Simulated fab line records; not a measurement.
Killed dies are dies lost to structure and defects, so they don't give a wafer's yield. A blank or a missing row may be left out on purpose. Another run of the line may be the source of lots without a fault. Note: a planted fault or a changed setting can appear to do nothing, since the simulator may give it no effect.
Struck lot and sound lot, side by side	flow berkeley-cmos170	26 steps out of a route of 331
Sound: wafers L428.1, L428.2, L428.3. Struck: wafers L433.2, L433.4, L433.6. The cause comes at the end.
Per side, at each step with rows, come the tool, then ch with its chambers, and then its first start. Under that, the readings that differ: sound wafers	struck wafers	difference of the means	sigmas: that difference in standard deviations of wafers without a fault.
alike: readings whose means differ by less than 2 such deviations, and words and numbers that are the same on both sides. not compared: withheld readings, readings that some wafer has no value for, bounds like >300 that may hide the same value, and numbers for which the record gives no deviation and whose values overlap.
The two part at a step that has a row with sigmas, a row that says differs or no value, or rows on one side only. When numbers do not overlap yet have no deviation, they are printed without sigmas and do not part them. A reading missing from all wafers of one side parts the sides only when that side holds two or more wafers.

first, 3 steps without rows for these wafers: UCB170_M1_EXPOSE_06 (exposes mask METAL1, target cd 700 nm); UCB170_M1_PEB_07; UCB170_M1_DEVELOP_08 (develop time 45 s).
UCB170_M1_CD_MEAS_09: target cd 700 nm.
  sound: cd-sem-01 at day 10 12:23; struck: cd-sem-01 at day 11 12:02
  alike: cd-nm
UCB170_M1_OVL_MEAS_10:
  sound: overlay-01 at day 10 12:31; struck: overlay-02 at day 11 12:09
  alike: M1_OVL
UCB170_M1_ETCH_11: etches BARC in N2/H2.
  sound on rie-diel-02 ch 1,2,3, day 10 12:32; struck on rie-diel-02 ch 1,2, day 11 12:11
  alike: chamber-pressure-mTorr, drypump-motor-current-A, oes-product-au, rf-fwd-power-W, throttle-valve-pct
UCB170_M1_METAL_ETCH_12: etches Al in Cl2/BCl3, stops on PSG, target depth 780 nm, time 130 s.
  sound on rie-metal-03 ch 0,1, day 10 12:35; struck on rie-metal-02 ch 0,1, day 11 12:13
  alike: chamber-pressure-mTorr, drypump-motor-current-A, oes-product-au, rf-fwd-power-W, throttle-valve-pct
  not compared: rf-hours-counter-h
UCB170_M1_STRIP_13: strips in O2.
  sound on plasma-asher-01 ch 0,1, day 10 12:43; struck on plasma-asher-04 ch 0,1, day 11 12:21
  alike: chamber-pressure-mTorr, drypump-motor-current-A, oes-product-au
  not compared: rf-hours-counter-h
UCB170_M1_CD_MEAS_90: target cd 700 nm.
  sound: cd-sem-02 at day 10 12:49; struck: cd-sem-02 at day 11 12:28
  alike: cd-nm
then, 1 step without rows for these wafers: UCB170_M1_ANNEAL_14 (time 1200 s).
UCB170_V1_CVD_00: deposits SiO2 from TEOS/O2, target thk 2000 nm, time 250 s.
  sound on pecvd-02 ch 0,1,2, day 10 14:22; struck on pecvd-01 ch 1,2, day 11 15:11
  alike: heater-power-w, pressure-mtorr, rf-fwd-power-W
UCB170_V1_THK_MEAS_01:
  sound: film-metro-01 at day 10 14:32; struck: film-metro-02 at day 11 15:20
  alike: V1_TEOS_THK
UCB170_V1_CMP_02: polishes SiO2.
  sound on cmp-02 ch 0,1,3, day 10 14:53; struck on cmp-01 ch 0,2,3, day 11 15:26
  no value came back on the struck wafers for edge-zone-pressure-frac, head-pressure-psi (psi), motor-current-A (A), platen-rpm (rpm); on the sound wafers edge-zone-pressure-frac reads 1.002 0.997 0.996
reading	sound	struck	difference	sigmas
model.SiO2_of_V1_CVD_00.thk-nm (nm)	996.2 999.2 1000	2014 2048 1972	+1013	
UCB170_V1_BOW_MEAS_03:
  sound: film-metro-03 at day 10 15:11; struck: film-metro-03 at day 11 15:43
  alike: V1_BOW
UCB170_V1_THK_MEAS_04:
  sound: film-metro-03 at day 10 15:18; struck: film-metro-03 at day 11 15:49
reading	sound	struck	difference	sigmas
V1_POLISHED_THK (nm)	997.0 998.2 999.5	2014.6 2047.5 1972.2	+1013.2	+99 or more
then, 7 steps without rows for these wafers: UCB170_V1_CLEAN_05 (cleans in DIW); UCB170_V1_HMDS_06 (prime time 60 s); UCB170_V1_COAT_07 (resist thk 900 nm); UCB170_V1_SOFTBAKE_08 (time 60 s); UCB170_V1_EXPOSE_09 (exposes mask VIA1, target cd 700 nm); UCB170_V1_PEB_10; UCB170_V1_DEVELOP_11 (develop time 45 s).
UCB170_V1_CD_MEAS_12: target cd 700 nm.
  sound: cd-sem-01 at day 10 19:22; struck: cd-sem-02 at day 11 17:40
  alike: cd-nm
UCB170_V1_OVL_MEAS_13:
  sound: overlay-02 at day 10 19:29; struck: overlay-01 at day 11 17:46
  alike: V1_OVL
UCB170_V1_ETCH_14: etches SiO2 in CHF3/CF4/Ar, stops on Al, target depth 1250 nm, time 291 s.
  sound on rie-diel-01 ch 0,1,3, day 10 19:31; struck on rie-diel-01 ch 2,3, day 11 17:48
reading	sound	struck	difference	sigmas
oes-product-au (a.u.)	0.877 0.860 0.869	1.582 1.618 1.582	+0.725	+66
model.etch.depth-nm (nm)	996.2 999.2 1000	1208 1270 1214	+232	
model.V1.feature-depth-nm (nm)	996.2 999.3 1000	1208 1270 1214	+232	
  alike: chamber-pressure-mTorr, drypump-motor-current-A, mfc-ar-sccm, rf-fwd-power-W, throttle-valve-pct
  not compared: rf-hours-counter-h
UCB170_V1_STRIP_15: strips in O2.
  sound on plasma-asher-04 ch 0,1, day 10 19:42; struck on plasma-asher-04 ch 0,1, day 11 17:59
  alike: chamber-pressure-mTorr, drypump-motor-current-A, oes-product-au, strip-time-to-endpoint-s
  not compared: rf-hours-counter-h

== WHERE THEY PART ==
First at UCB170_V1_CMP_02; last, within this record, at UCB170_V1_ETCH_14. Later steps at which nothing parts them and some readings are alike: UCB170_V1_STRIP_15.

WHY: what had been put in by the simulator
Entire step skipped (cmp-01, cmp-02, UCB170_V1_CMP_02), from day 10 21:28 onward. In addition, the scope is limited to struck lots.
